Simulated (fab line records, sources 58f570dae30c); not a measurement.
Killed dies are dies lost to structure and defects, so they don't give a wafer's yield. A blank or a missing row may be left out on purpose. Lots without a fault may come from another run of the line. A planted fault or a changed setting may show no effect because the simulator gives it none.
Which tool did it? | flow berkeley_cmos170 | 14 lots, 42 wafers sampled, at 5 steps of a route of 331

WHAT THE GAUGES READ, wafer by wafer
UCB170_SDANNEAL_RS_MEAS_05: measures by four-point-probe. Usual: NLDD_RS 616.6 ohm/sq, standard deviation 1.5.
lot  | measured     | on            | NLDD_RS (ohm/sq)  | flag
L972 | day 6 13:39  | film_metro-01 | 616.3 617.3 618.3 |
L973 | day 7 05:15  | film_metro-02 | 615.7 618.8 617.6 |
L974 | day 7 06:44  | film_metro-01 | 617.1 616.8 616.1 |
L976 | day 7 12:58  | film_metro-03 | 616.3 615.7 615.2 |
L979 | day 7 18:28  | film_metro-01 | 615.7 616.0 614.3 |
L983 | day 8 19:37  | film_metro-01 | 614.3 613.7 616.3 |
L984 | day 9 10:00  | film_metro-03 | 614.7 614.9 616.9 |
L986 | day 9 10:01  | film_metro-02 | 615.7 614.0 614.6 |
L985 | day 9 10:29  | film_metro-02 | 618.7 618.4 618.4 |
L988 | day 9 19:36  | film_metro-01 | 618.1 617.3 617.7 |
L990 | day 10 12:33 | film_metro-03 | 616.8 613.4 614.9 |
L992 | day 10 13:13 | film_metro-02 | 618.8 619.7 619.1 |
L993 | day 10 20:53 | film_metro-01 | 617.3 619.3 616.0 |
L994 | day 10 21:14 | film_metro-03 | 614.3 615.4 616.8 |

UCB170_V2_CD_MEAS_12: target cd 700 nm. Usual: cd_nm 700.0 nm, standard deviation 1.4.
lot  | measured     | on        | cd_nm (nm)        | flag
L972 | day 7 15:43  | cd_sem-02 | 699.5 699.3 699.3 |
L973 | day 8 21:58  | cd_sem-01 | 726.7 725.8 726.9 | OFF
L974 | day 8 04:49  | cd_sem-02 | 699.2 700.6 699.7 |
L976 | day 8 09:31  | cd_sem-02 | 698.6 701.4 699.0 |
L979 | day 8 14:17  | cd_sem-02 | 698.3 698.6 698.6 |
L983 | day 9 16:10  | cd_sem-02 | 701.7 700.4 701.6 |
L984 | day 10 06:58 | cd_sem-02 | 727.0 726.2 727.9 | OFF
L986 | day 10 07:54 | cd_sem-02 | 702.2 701.5 704.1 |
L985 | day 10 08:54 | cd_sem-02 | 698.2 698.9 697.9 |
L988 | day 10 16:00 | cd_sem-02 | 697.6 696.4 699.7 |
L990 | day 11 10:55 | cd_sem-02 | 700.4 702.1 700.3 |
L992 | day 11 08:53 | cd_sem-02 | 698.4 699.1 698.0 |
L993 | day 11 15:52 | cd_sem-01 | 698.9 699.7 699.7 |
L994 | day 11 16:22 | cd_sem-01 | 700.4 701.4 701.2 |

WHICH TOOL RAN EACH LOT (tool, then ch and the chambers of the sampled wafers, then the start)
lot  | UCB170_CONTACT_STRIP_19              | UCB170_V1_CVD_00                | UCB170_V2_SOFTBAKE_08
L972 | plasma_asher-01 ch 0,1, day 6 23:23  | pecvd-02 ch 0,1,2, day 7 05:00  | litho_track-02 ch 0, day 7 14:44
L973 | plasma_asher-03 ch 0,1, day 8 07:08  | pecvd-02 ch 0,1,2, day 8 14:20  | litho_track-02 ch 0, day 8 21:22
L974 | plasma_asher-03 ch 0,1, day 7 13:26  | pecvd-01 ch 1,2, day 7 20:32    | litho_track-04 ch 0, day 8 04:07
L976 | plasma_asher-04 ch 0,1, day 7 17:40  | pecvd-02 ch 0,2, day 8 01:19    | litho_track-03 ch 0, day 8 08:58
L979 | plasma_asher-03 ch 0,1, day 8 00:25  | pecvd-02 ch 0,2, day 8 05:31    | litho_track-02 ch 0, day 8 13:38
L983 | plasma_asher-04 ch 0,1, day 9 02:39  | pecvd-02 ch 0,1,2, day 9 08:23  | litho_track-03 ch 0, day 9 15:17
L984 | plasma_asher-04 ch 0, day 9 17:02    | pecvd-03 ch 0,2, day 9 23:59    | litho_track-02 ch 0, day 10 06:25
L986 | plasma_asher-03 ch 0,1, day 9 17:01  | pecvd-02 ch 0,1, day 9 23:59    | litho_track-03 ch 0, day 10 06:49
L985 | plasma_asher-01 ch 0,1, day 9 17:14  | pecvd-01 ch 0,1, day 9 23:59    | litho_track-04 ch 0, day 10 08:08
L988 | plasma_asher-01 ch 0,1, day 10 00:37 | pecvd-01 ch 1,2, day 10 07:59   | litho_track-03 ch 0, day 10 15:11
L990 | plasma_asher-01 ch 0,1, day 10 19:13 | pecvd-03 ch 0,1,2, day 11 01:43 | litho_track-03 ch 0, day 11 09:58
L992 | plasma_asher-04 ch 0,1, day 10 18:11 | pecvd-01 ch 0,2, day 11 01:33   | litho_track-03 ch 0, day 11 08:02
L993 | plasma_asher-04 ch 0,1, day 11 01:35 | pecvd-02 ch 1,2, day 11 07:55   | litho_track-03 ch 0, day 11 15:10
L994 | plasma_asher-01 ch 0, day 11 01:50   | pecvd-01 ch 1,2, day 11 07:55   | litho_track-04 ch 0, day 11 15:50
- UCB170_CONTACT_STRIP_19: strips in O2.
- UCB170_V1_CVD_00: deposits SiO2 from TEOS/O2, target thk 2000 nm, time 250 s.
- UCB170_V2_SOFTBAKE_08: time 60 s.

WHAT THE TOOLS THEMSELVES READ (means of the sampled wafers that have a number; where no wafer has one, the mark that the record gives instead)
UCB170_CONTACT_STRIP_19. Usual: drypump_motor_current_A 5.7 A, standard deviation 0.31; oes_product_au 0.725 a.u., standard deviation 0.0049.
lot  | tool            | drypump_motor_current_A (A) | oes_product_au (a.u.) | flag
L972 | plasma_asher-01 | 5.4                         | 0.729                 |
L973 | plasma_asher-03 | 5.7                         | 0.725                 |
L974 | plasma_asher-03 | 5.7                         | 0.723                 |
L976 | plasma_asher-04 | 6.0                         | 0.727                 |
L979 | plasma_asher-03 | 5.7                         | 0.721                 |
L983 | plasma_asher-04 | 6.0                         | 0.723                 |
L984 | plasma_asher-04 | 5.9                         | 0.725                 |
L986 | plasma_asher-03 | 5.7                         | 0.721                 |
L985 | plasma_asher-01 | 5.4                         | 0.729                 |
L988 | plasma_asher-01 | 5.2                         | 0.726                 |
L990 | plasma_asher-01 | 5.2                         | 0.727                 |
L992 | plasma_asher-04 | 5.9                         | 0.724                 |
L993 | plasma_asher-04 | 6.0                         | 0.726                 |
L994 | plasma_asher-01 | 5.0                         | 0.724                 |

UCB170_V1_CVD_00. Usual: heater_power_w 254 W, standard deviation 46; rf_fwd_power_W 548.6 W, standard deviation 1.7.
lot  | tool     | heater_power_w (W) | rf_fwd_power_W (W) | flag
L972 | pecvd-02 | 258                | 549.4              |
L973 | pecvd-02 | 279                | 550.2              |
L974 | pecvd-01 | 303                | 546.6              |
L976 | pecvd-02 | 229                | 548.3              |
L979 | pecvd-02 | 243                | 549.6              |
L983 | pecvd-02 | 223                | 548.6              |
L984 | pecvd-03 | 284                | 548.6              |
L986 | pecvd-02 | 265                | 549.1              |
L985 | pecvd-01 | 208                | 548.4              |
L988 | pecvd-01 | 294                | 549.2              |
L990 | pecvd-03 | 238                | 547.9              |
L992 | pecvd-01 | 269                | 546.9              |
L993 | pecvd-02 | 231                | 547.7              |
L994 | pecvd-01 | 271                | 548.0              |

UCB170_V2_SOFTBAKE_08. Usual: heater_power_total_W 56.80 W, standard deviation 0.042; plate_temp_C 129.97 C, standard deviation 0.15.
lot  | tool           | heater_power_total_W (W) | plate_temp_C (C) | flag
L972 | litho_track-02 | 56.76                    | 129.96           |
L973 | litho_track-02 | 61.94                    | 138.78           | OFF
L974 | litho_track-04 | 56.78                    | 129.85           |
L976 | litho_track-03 | 56.79                    | 130.14           |
L979 | litho_track-02 | 56.81                    | 130.19           |
L983 | litho_track-03 | 56.80                    | 129.79           |
L984 | litho_track-02 | 61.91                    | 138.83           | OFF
L986 | litho_track-03 | 56.87                    | 129.95           |
L985 | litho_track-04 | 56.76                    | 129.87           |
L988 | litho_track-03 | 56.77                    | 129.88           |
L990 | litho_track-03 | 56.81                    | 129.96           |
L992 | litho_track-03 | 56.80                    | 130.05           |
L993 | litho_track-03 | 56.86                    | 129.99           |
L994 | litho_track-04 | 56.81                    | 130.03           |

THE ANSWER, worked out from the rows above alone
Rule: a lot is off if the mean of its wafers that have a number lies more than 3 standard deviations from the usual mean. A lot without any number at a reading at which 4 lots or more have one is off too. The other lots that the step has rows for count as sound. The gauges are gone through in route order, then the tools' own readings, and for those a lot's mean is taken as printed above. The first step at which some lot is off is used, and at that step the reading that is off furthest; a lot without a number counts as furthest.
Off: L973, L984, at UCB170_V2_CD_MEAS_12 (cd_nm).
A tool fits if, at a process step before that reading, it ran every lot that is off, and no sound lot after the first of them. The gauges at UCB170_V2_CD_MEAS_12 aren't tried: what is off there is off at UCB170_V2_SOFTBAKE_08 too, on other tools, and a gauge's error can't cause that. One fits: litho_track-02 at UCB170_V2_SOFTBAKE_08. Its last sound lot is L979 (day 8 13:38), its first lot that is off L973 (day 8 21:22): a fault that began between those two fits.
The tool's own readings at UCB170_V2_SOFTBAKE_08 bear it out: on the lots that are off they differ by more than 5 times the standard deviation of the sound lots' means. heater_power_total_W reads 61.92 W there against 56.80 W on the sound lots; plate_temp_C reads 138.81 C there against 129.97 C on the sound lots.

WHAT THE SIMULATOR HAD PUT IN
Process parameter drift: litho_track-02, from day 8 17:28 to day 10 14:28, at UCB170_V2_SOFTBAKE_08. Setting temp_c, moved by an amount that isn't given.
Lots struck among those shown: L973, L984. The rule above found the same.
